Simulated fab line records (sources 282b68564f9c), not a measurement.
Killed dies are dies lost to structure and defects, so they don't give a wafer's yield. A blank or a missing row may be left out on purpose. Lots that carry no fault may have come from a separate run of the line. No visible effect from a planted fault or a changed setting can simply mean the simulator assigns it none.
Which of the tools did it? ; flow rit cmos ; 14 lots, 42 wafers sampled, at 2 steps of a route of 202

== WHAT THE GAUGES SHOWED, per wafer ==
RIT_GATE_THK_MEAS_07.
lot;measured;on;GATE_OXIDE_THK (nm)
L524;day 3 00:43;film metro-02;3.04 2.99 2.97
L525;day 3 08:02;film metro-04;3.02 3.10 3.02
L527;day 3 12:00;film metro-01;2.90 2.89 2.94
L528;day 3 21:03;film metro-02;3.01 2.90 2.98
L529;day 4 00:26;film metro-04;3.02 2.88 2.89
L530;day 4 03:58;film metro-02;2.77 2.84 2.85
L532;day 4 15:47;film metro-04;3.07 3.09 3.07
L533;day 5 03:22;film metro-02;2.87 2.88 2.93
L534;day 5 05:03;film metro-04;3.02 2.91 2.95
L539;day 6 00:40;film metro-02;3.32 3.30 3.32
L540;day 6 09:00;film metro-01;3.31 3.24 3.30
L543;day 6 20:07;film metro-01;3.02 3.00 2.97
L544;day 7 04:28;film metro-04;2.96 3.00 3.01
L545;day 7 09:27;film metro-02;3.00 3.02 2.98

== EACH LOT AND THE TOOL THAT RAN IT (in order: tool; ch and the chambers of the sampled wafers; start) ==
lot;RIT_GATE_OXIDATION_05
L524;furnace-03 ch 0, day 2 23:05
L525;furnace-01 ch 0, day 3 05:22
L527;furnace-01 ch 0, day 3 10:40
L528;furnace-03 ch 0, day 3 19:08
L529;furnace-01 ch 0, day 3 23:05
L530;furnace-04 ch 0, day 4 01:19
L532;furnace-01 ch 0, day 4 14:26
L533;furnace-04 ch 0, day 4 22:11
L534;furnace-03 ch 0, day 5 03:44
L539;furnace-03 ch 0, day 5 23:19
L540;furnace-03 ch 0, day 6 05:44
L543;furnace-04 ch 0, day 6 18:17
L544;furnace-01 ch 0, day 7 03:07
L545;furnace-01 ch 0, day 7 06:12
- RIT_GATE_OXIDATION_05: target thk 3 nm, ox time 270 s.

== AS READ BY THE TOOLS THEMSELVES (means over the sampled wafers that have a number; for cases with no such wafer, the mark the record gives instead) ==
RIT_GATE_OXIDATION_05.
lot;tool;spike tc centre C (C);spike tc load C (C);zone power source pct (%)
L524;furnace-03;903.0;927;26.4
L525;furnace-01;902.4;919;27.3
L527;furnace-01;901.5;919;27.1
L528;furnace-03;903.4;927;26.1
L529;furnace-01;902.8;919;27.1
L530;furnace-04;902.7;925;26.5
L532;furnace-01;902.6;920;27.2
L533;furnace-04;903.3;925;26.3
L534;furnace-03;902.5;926;26.0
L539;furnace-03;903.1;927;25.8
L540;furnace-03;903.0;926;25.9
L543;furnace-04;903.3;926;26.3
L544;furnace-01;902.7;919;27.4
L545;furnace-01;902.6;919;27.3

== THE ANSWER, worked out from the rows above alone ==
Rule: the lots themselves supply what counts as usual. Put in order of their means at a reading, lots are off if they are a third of the lots or fewer, leave a main group of 4 or more, and stand apart from it by a gap of 3 or more times the standard deviation of the main group's means; of several such gaps the widest counts. Not used: any main group whose means are identical at the precision the tables above print for the reading. A lot without any number at a reading at which 4 lots or more have one is off too. Any other lot the step has rows for is counted as sound. Order of review: gauges by route order, followed by the tools' own readings, for which a lot's mean as printed above is used. The first step at which some lot is off is used, and at that step the reading that is off furthest; a lot without a number counts as furthest.
Off: L539, L540, seen at RIT_GATE_THK_MEAS_07 (GATE_OXIDE_THK). The main group has a mean of 2.97 nm with a standard deviation of 0.067.
A tool fits if, at a process step before that reading, it ran every lot that is off, and no sound lot after the first of them. Those tools and the gauges at RIT_GATE_THK_MEAS_07 are tried in the same way. One candidate fits, namely furnace-03 at RIT_GATE_OXIDATION_05. A fault onset in the window from L534 (day 5 03:44, its last sound lot) to L539 (day 5 23:19, its first lot off) fits.

== WHAT HAD BEEN PUT IN BY THE SIMULATOR ==
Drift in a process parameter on furnace-03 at RIT_GATE_OXIDATION_05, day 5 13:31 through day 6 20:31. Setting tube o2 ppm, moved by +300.
Shown lots that were struck: L539, L540. The rule above found the same.
